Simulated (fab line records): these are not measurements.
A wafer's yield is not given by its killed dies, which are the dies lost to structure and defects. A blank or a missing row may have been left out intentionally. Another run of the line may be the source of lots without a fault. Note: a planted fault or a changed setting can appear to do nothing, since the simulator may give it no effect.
Split-lot study	flow berkeley_cmos170	23 wafers read from 5 lots, route of 331 steps

ON THE SPLIT
At UCB170_CONTACT_COAT_04 (resist thk 900 nm), the setting resist_thk_nm was moved away from the recipe's 900 nm on 9 of the 23 wafers read, by -2.7% to +4.4%. All remaining wafers had this setting at the recipe value.

The reading is taken at the split's own step.

THE READING
KrF_of_CONTACT_COAT_04.thk_nm (the simulator's own value, which no gauge read), in nm, at UCB170_CONTACT_COAT_04 (resist thk 900 nm). There is no usual value for it anywhere in the file. The 14 wafers here that ran the recipe average 899.9 nm, standard deviation 2.1 nm.

wafer	tool, chamber at the split	resist_thk_nm as run, nm	against the recipe	KrF_of_CONTACT_COAT_04.thk_nm, nm	against lot-mates on the recipe
L080.1	litho_track-01, 0	900	recipe	901.3	-
L080.4	litho_track-01, 0	900	recipe	901.3	-
L080.2	litho_track-01, 0	900	recipe	897.5	-
L080.5	litho_track-01, 0	900	recipe	899.8	-
L080.6	litho_track-01, 0	900	recipe	899.7	-
L082.2	litho_track-02, 0	900	recipe	898.8	-
L082.6	litho_track-02, 0	900	recipe	898.8	-
L082.3	litho_track-02, 0	900	recipe	897.4	-
L081.1	litho_track-03, 0	900	recipe	904.7	-
L081.2	litho_track-03, 0	876.5	-2.6%	880.7	-22.6
L081.3	litho_track-03, 0	876.5	-2.6%	878	-25.4
L081.4	litho_track-03, 0	900	recipe	902	-
L081.6	litho_track-03, 0	876.5	-2.6%	877.8	-25.6
L085.1	litho_track-02, 0	875.3	-2.7%	876	-25.0
L085.2	litho_track-02, 0	875.3	-2.7%	875.5	-25.5
L085.3	litho_track-02, 0	900	recipe	900	-
L085.4	litho_track-02, 0	875.3	-2.7%	876.4	-24.6
L085.6	litho_track-02, 0	900	recipe	902.1	-
L084.1	litho_track-01, 0	939.9	+4.4%	939.3	+41.3
L084.2	litho_track-01, 0	900	recipe	899	-
L084.3	litho_track-01, 0	900	recipe	896.9	-
L084.4	litho_track-01, 0	939.9	+4.4%	939.7	+41.8
L084.5	litho_track-01, 0	939.9	+4.4%	939.9	+41.9

FIT RESULTS
A straight line over all 23 wafers: KrF_of_CONTACT_COAT_04.thk_nm changes by +8.74 nm for each +1% of resist_thk_nm; r = +1.00; the points scatter about the line by 1.9 nm.
The same after taking each lot's own level away (the mean of its wafers on the recipe; 23 wafers): +9.34 nm for each +1%; r = +1.00; scatter 1.1 nm.
Per that fit: largest resist_thk_nm move, reading shift of 41 nm.
From 897.95 to 903.35 nm: that is the span of the lots' own levels, equal to 2.6 times the standard deviation above.
So the lot-to-lot level changes the slope little: the two slopes agree.
Check: +41.6 nm against its lot-mates is what the line predicts for one of the wafers moved furthest among these (+4.4%) when that wafer is left out of the fit. Against them it came out at +41.3 nm.

OTHER SPLITS APPLIED TO THESE WAFERS
These wafers also went through other splits before the reading. Each is held against what the fit with the lots' levels taken away leaves over:
other split on the same wafers	wafers away from the commonest value	r with KrF_of_CONTACT_COAT_04.thk_nm (lot level and that fit taken away)
UCB170_NLDD_PEB_04 peb_temp_c	10	+0.03
UCB170_SPACER_CVD_00 time_s	5	-0.23
UCB170_PSD_IMPLANT_08 dose_cm2	10	-0.31
UCB170_NSD_IMPLANT_08 tilt_deg	10	+0.01
UCB170_SILICIDE_SPUTTER_01 power_w	8	-0.08

THE WHOLE CHAIN: every reading that the file lists as answering this split, in the file's order
step	what it does	reading	change (the file's fit)	r (the file's)
UCB170_CONTACT_COAT_04	resist thk 900 nm	KrF_of_CONTACT_COAT_04.thk_nm (the simulator's own value, which no gauge read)	+9.35 nm for each +1% of the setting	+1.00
UCB170_CONTACT_STRIP_06	strips in O2	strip_time_to_endpoint_s	withheld for each +1% of the setting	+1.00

FILE'S OWN FIT
KrF_of_CONTACT_COAT_04.thk_nm changes by +9.35 nm for each +1% of resist_thk_nm, r = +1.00.
